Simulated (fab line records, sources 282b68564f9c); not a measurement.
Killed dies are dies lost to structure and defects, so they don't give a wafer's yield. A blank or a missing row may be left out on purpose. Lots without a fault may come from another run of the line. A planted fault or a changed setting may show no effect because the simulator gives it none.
Which tool did it? | flow rit_cmos | 14 lots, 42 wafers sampled, at 1 step of a route of 202

WHAT THE GAUGES READ, wafer by wafer
The record holds no reading of a measuring or inspecting step that can be judged against a usual standard deviation.

WHICH TOOL RAN EACH LOT (tool, then ch and the chambers of the sampled wafers, then the start)
lot  | RIT_PRETRO_EXPOSE_03
L554 | iline_stepper-02 ch 0, day 2 08:47
L555 | iline_stepper-02 ch 0, day 2 13:45
L556 | iline_stepper-01 ch 0, day 2 19:07
L567 | iline_stepper-01, day 5 10:20
L568 | iline_stepper-01, day 5 15:48
L569 | iline_stepper-02 ch 0, day 5 21:41
L570 | iline_stepper-01 ch 0, day 6 04:43
L571 | iline_stepper-02 ch 0, day 6 05:00
L572 | iline_stepper-01 ch 0, day 6 15:38
L574 | iline_stepper-01 ch 0, day 6 19:19
L575 | iline_stepper-02 ch 0, day 6 19:34
L573 | iline_stepper-01 ch 0, day 6 19:50
L577 | iline_stepper-02 ch 0, day 7 05:18
L576 | iline_stepper-02 ch 0, day 7 06:40
- RIT_PRETRO_EXPOSE_03: exposes mask M5, target cd 43700 nm.

WHAT THE TOOLS THEMSELVES READ (means of the sampled wafers that have a number; where no wafer has one, the mark that the record gives instead)
RIT_PRETRO_EXPOSE_03. Usual: exposure_dose_mJ_cm2 249.89, standard deviation 0.24; focus_offset_nm 0.1 nm, standard deviation 0.49.
lot  | tool             | exposure_dose_mJ_cm2 | focus_offset_nm (nm) | flag
L554 | iline_stepper-02 | 250.16               | 0.2                  |
L555 | iline_stepper-02 | 250.04               | -0.2                 |
L556 | iline_stepper-01 | 249.89               | 0.3                  |
L567 | iline_stepper-01 | -                    | -                    | OFF
L568 | iline_stepper-01 | -                    | -                    | OFF
L569 | iline_stepper-02 | 249.99               | -0.8                 |
L570 | iline_stepper-01 | 250.12               | 0.0                  |
L571 | iline_stepper-02 | 249.87               | 0.4                  |
L572 | iline_stepper-01 | 249.61               | 0.1                  |
L574 | iline_stepper-01 | 249.73               | -0.4                 |
L575 | iline_stepper-02 | 249.83               | -0.0                 |
L573 | iline_stepper-01 | 250.05               | 0.4                  |
L577 | iline_stepper-02 | 250.13               | 0.1                  |
L576 | iline_stepper-02 | 249.73               | 0.6                  |

THE ANSWER, worked out from the rows above alone
Rule: a lot is off if the mean of its wafers that have a number lies more than 3 standard deviations from the usual mean. A lot without any number at a reading at which 4 lots or more have one is off too. The other lots that the step has rows for count as sound. The gauges are gone through in route order, then the tools' own readings, and for those a lot's mean is taken as printed above. The first step at which some lot is off is used, and at that step the reading that is off furthest; a lot without a number counts as furthest.
Off: L567, L568, at RIT_PRETRO_EXPOSE_03 (exposure_dose_mJ_cm2). Without a number there: L567, L568.
A tool fits if, at that step or a process step before it, it ran every lot that is off, and no sound lot after the first of them. None of those tried fits.

WHAT THE SIMULATOR HAD PUT IN
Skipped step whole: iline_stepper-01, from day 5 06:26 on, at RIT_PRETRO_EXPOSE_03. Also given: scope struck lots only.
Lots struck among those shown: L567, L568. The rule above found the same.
